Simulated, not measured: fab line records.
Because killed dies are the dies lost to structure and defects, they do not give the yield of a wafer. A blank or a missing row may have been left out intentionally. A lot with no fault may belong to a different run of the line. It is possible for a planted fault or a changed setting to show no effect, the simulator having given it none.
What tool caused it? / flow ritCmos / 14 lots with 42 wafers sampled at 3 steps, on a route of 202 steps

== WHAT THE GAUGES SHOWED, per wafer ==
RIT_SDANNEAL_RS_MEAS_06: measurement is done with a four-point probe. Usual: PLDD_RS gives 179.0 ohm/sq (standard deviation 0.4).
lot=L310; measured=day 3 12:32; on=filmMetro-03; PLDD_RS (ohm/sq)=179.6 179.0 179.1; flag=
lot=L311; measured=day 3 18:35; on=filmMetro-03; PLDD_RS (ohm/sq)=179.3 179.4 179.1; flag=
lot=L312; measured=day 3 20:02; on=filmMetro-02; PLDD_RS (ohm/sq)=178.7 178.6 178.8; flag=
lot=L314; measured=day 4 01:56; on=filmMetro-04; PLDD_RS (ohm/sq)=179.3 179.1 179.4; flag=
lot=L315; measured=day 4 04:23; on=filmMetro-03; PLDD_RS (ohm/sq)=178.8 178.6 178.7; flag=
lot=L316; measured=day 4 12:29; on=filmMetro-03; PLDD_RS (ohm/sq)=178.6 178.4 178.2; flag=
lot=L318; measured=day 4 20:34; on=filmMetro-04; PLDD_RS (ohm/sq)=178.9 179.0 179.3; flag=
lot=L319; measured=day 5 04:24; on=filmMetro-03; PLDD_RS (ohm/sq)=179.1 178.7 179.2; flag=
lot=L322; measured=day 5 22:19; on=filmMetro-04; PLDD_RS (ohm/sq)=179.1 178.7 179.1; flag=
lot=L325; measured=day 6 10:44; on=filmMetro-03; PLDD_RS (ohm/sq)=179.1 179.2 179.3; flag=
lot=L327; measured=day 6 17:52; on=filmMetro-02; PLDD_RS (ohm/sq)=179.0 178.8 179.3; flag=
lot=L330; measured=day 7 07:29; on=filmMetro-04; PLDD_RS (ohm/sq)=180.0 179.6 179.8; flag=
lot=L331; measured=day 7 13:04; on=filmMetro-03; PLDD_RS (ohm/sq)=179.2 178.9 179.2; flag=
lot=L332; measured=day 7 22:05; on=filmMetro-04; PLDD_RS (ohm/sq)=179.2 179.5 179.1; flag=

RIT_SDANNEAL_RS_MEAS_07: measurement is done with a four-point probe. Usual: NLDD_RS gives 151.6 ohm/sq (standard deviation 0.54).
lot=L310; measured=day 3 12:40; on=filmMetro-03; NLDD_RS (ohm/sq)=150.8 150.3 150.8; flag=
lot=L311; measured=day 3 18:43; on=filmMetro-03; NLDD_RS (ohm/sq)=151.7 151.0 151.4; flag=
lot=L312; measured=day 3 20:10; on=filmMetro-02; NLDD_RS (ohm/sq)=152.2 151.9 151.5; flag=
lot=L314; measured=day 4 02:03; on=filmMetro-04; NLDD_RS (ohm/sq)=150.7 150.7 150.9; flag=
lot=L315; measured=day 4 04:30; on=filmMetro-03; NLDD_RS (ohm/sq)=151.6 151.9 152.0; flag=
lot=L316; measured=day 4 12:37; on=filmMetro-03; NLDD_RS (ohm/sq)=151.8 151.6 151.1; flag=
lot=L318; measured=day 4 20:41; on=filmMetro-04; NLDD_RS (ohm/sq)=151.0 151.1 151.5; flag=
lot=L319; measured=day 5 04:31; on=filmMetro-03; NLDD_RS (ohm/sq)=152.8 152.6 152.6; flag=
lot=L322; measured=day 5 22:26; on=filmMetro-04; NLDD_RS (ohm/sq)=151.9 151.9 151.6; flag=
lot=L325; measured=day 6 10:52; on=filmMetro-03; NLDD_RS (ohm/sq)=151.8 151.9 151.8; flag=
lot=L327; measured=day 6 17:59; on=filmMetro-02; NLDD_RS (ohm/sq)=152.6 152.2 151.5; flag=
lot=L330; measured=day 7 07:36; on=filmMetro-04; NLDD_RS (ohm/sq)=152.4 151.8 152.2; flag=
lot=L331; measured=day 7 13:11; on=filmMetro-03; NLDD_RS (ohm/sq)=151.3 151.2 151.0; flag=
lot=L332; measured=day 7 22:13; on=filmMetro-04; NLDD_RS (ohm/sq)=152.3 152.1 152.2; flag=

RIT_CONTACT_THK_MEAS_01. Usual: CONTACT_TEOS_THK gives 399 nm (standard deviation 4.7).
lot=L310; measured=day 3 13:21; on=filmMetro-03; CONTACT_TEOS_THK (nm)=401 395 406; flag=
lot=L311; measured=day 3 19:24; on=filmMetro-03; CONTACT_TEOS_THK (nm)=390 398 402; flag=
lot=L312; measured=day 3 20:51; on=filmMetro-02; CONTACT_TEOS_THK (nm)=394 400 400; flag=
lot=L314; measured=day 4 02:45; on=filmMetro-03; CONTACT_TEOS_THK (nm)=391 395 398; flag=
lot=L315; measured=day 4 05:11; on=filmMetro-02; CONTACT_TEOS_THK (nm)=394 393 403; flag=
lot=L316; measured=day 4 13:20; on=filmMetro-03; CONTACT_TEOS_THK (nm)=401 399 404; flag=
lot=L318; measured=day 4 21:25; on=filmMetro-02; CONTACT_TEOS_THK (nm)=401 405 404; flag=
lot=L319; measured=day 5 05:13; on=filmMetro-02; CONTACT_TEOS_THK (nm)=393 403 402; flag=
lot=L322; measured=day 5 23:08; on=filmMetro-01; CONTACT_TEOS_THK (nm)=394 396 399; flag=
lot=L325; measured=day 6 11:32; on=filmMetro-01; CONTACT_TEOS_THK (nm)=396 402 404; flag=
lot=L327; measured=day 6 18:41; on=filmMetro-03; CONTACT_TEOS_THK (nm)=400 402 407; flag=
lot=L330; measured=day 7 08:16; on=filmMetro-03; CONTACT_TEOS_THK (nm)=394 401 399; flag=
lot=L331; measured=day 7 13:52; on=filmMetro-02; CONTACT_TEOS_THK (nm)=398 398 403; flag=
lot=L332; measured=day 7 22:53; on=filmMetro-03; CONTACT_TEOS_THK (nm)=397 406 408; flag=

== WHICH TOOL RAN EACH LOT (tool, then ch and the chambers of the sampled wafers, then the start) ==
Record: no process step prior to these readings.

== AS READ BY THE TOOLS THEMSELVES (means over the sampled wafers that have a number; for cases with no such wafer, the mark the record gives instead) ==
The record holds no such reading with a usual standard deviation.

== THE ANSWER, worked out from the rows above alone ==
Rule: lot off if the mean of its wafers having a number is beyond 3 standard deviations from the usual mean. Also off: a lot with no number at a reading for which 4 or more lots have one. The other lots that the step has rows for count as sound. First the gauges in route order, then the tools' own readings, where a lot's mean is used as printed above. At the first step where some lot is off, the reading lying furthest off is the one used; lots without a number count as furthest.
None of the lots is off at any reading shown; this tells nothing.

== WHAT HAD BEEN PUT IN BY THE SIMULATOR ==
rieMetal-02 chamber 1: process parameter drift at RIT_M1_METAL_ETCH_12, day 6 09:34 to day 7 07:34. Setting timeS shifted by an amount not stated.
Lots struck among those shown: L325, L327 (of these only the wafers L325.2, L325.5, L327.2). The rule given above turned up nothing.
